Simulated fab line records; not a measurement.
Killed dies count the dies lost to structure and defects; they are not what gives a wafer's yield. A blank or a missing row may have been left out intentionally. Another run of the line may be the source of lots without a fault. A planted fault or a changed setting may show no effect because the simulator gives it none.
The same fault as seen by 2 desks ; flow berkeley cmos170 ; only its own numbers are on each desk; what lay behind them is given at the end

## FROM THE METROLOGY DESK
What the gauges read for every lot (on any tool): the sampled wafers with a number, averaged. The brackets show how far a lot's mean lies from the usual mean; more than 4 standard deviations puts the lot out of limits, marked OUT.
Columns: A = GATE_OVL at UCB170_GATE_OVL_MEAS_13, usual 1 nm; B = V2_TEOS_THK at UCB170_V2_THK_MEAS_01, usual 1997 nm
lot;first seen here;A;B
L734;day 6 13:02;0;1982
L735;day 7 08:32;1;1998
L736;day 7 08:48;4;2020
L738;day 7 17:13;-2;1983
L740;day 7 17:16;7;2005
L739;day 7 17:20;2;1977
L742;day 8 12:26;3;2004
L741;day 8 12:31;-7;2010
L748;day 10 08:43;2;2012
L749;day 10 09:14;-2;2030
L753;day 10 21:20;-0;2007
L754;day 10 21:31;1;2010
L756;day 11 16:05;5;2005
L757;day 12 01:00;-1;2003
Result from this desk: across the 14 lots, nothing is out of limits.

## TOOL OWNER'S DESK, litho track-02
The tool's own readings at UCB170_CONTACT_HMDS_03 (prime time 60 s): means of the sampled wafers that have a number, for each lot that ran on this tool. The brackets show how far a lot's mean lies from the usual mean; more than 4 standard deviations puts the lot out of limits, marked OUT.
Columns: A = prime temp c at UCB170_CONTACT_HMDS_03, usual 100.00 C
lot;first seen here;A
L739;day 8 13:43;99.94
L741;day 9 08:54;99.82
L749;day 11 04:59;87.86 (-99 or more) OUT
L748;day 11 06:44;87.86 (-99 or more) OUT
This desk's verdict: out of limits on L748, L749, starting with L749 at day 11 04:59 (prime temp c at UCB170_CONTACT_HMDS_03). L739, L741 stayed within limits.

## ALL TOGETHER
The tool owner's desk had the chance to raise an alarm at day 11 04:59 on L748, L749.
Nothing out of limits was seen by the metrology desk.
The metrology desk holds a record of L748, L749, inside its limits.
Every lot named ran UCB170_CONTACT_HMDS_03 on litho track-02.

## WHAT THE SIMULATOR PUT IN
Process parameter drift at UCB170_CONTACT_HMDS_03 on litho track-02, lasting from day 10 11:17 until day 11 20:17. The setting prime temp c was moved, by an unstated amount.
Struck lots among those shown: L748, L749.
Time in hours from fault onset to the first out-of-limits reading at each desk: the tool owner's desk, 18.
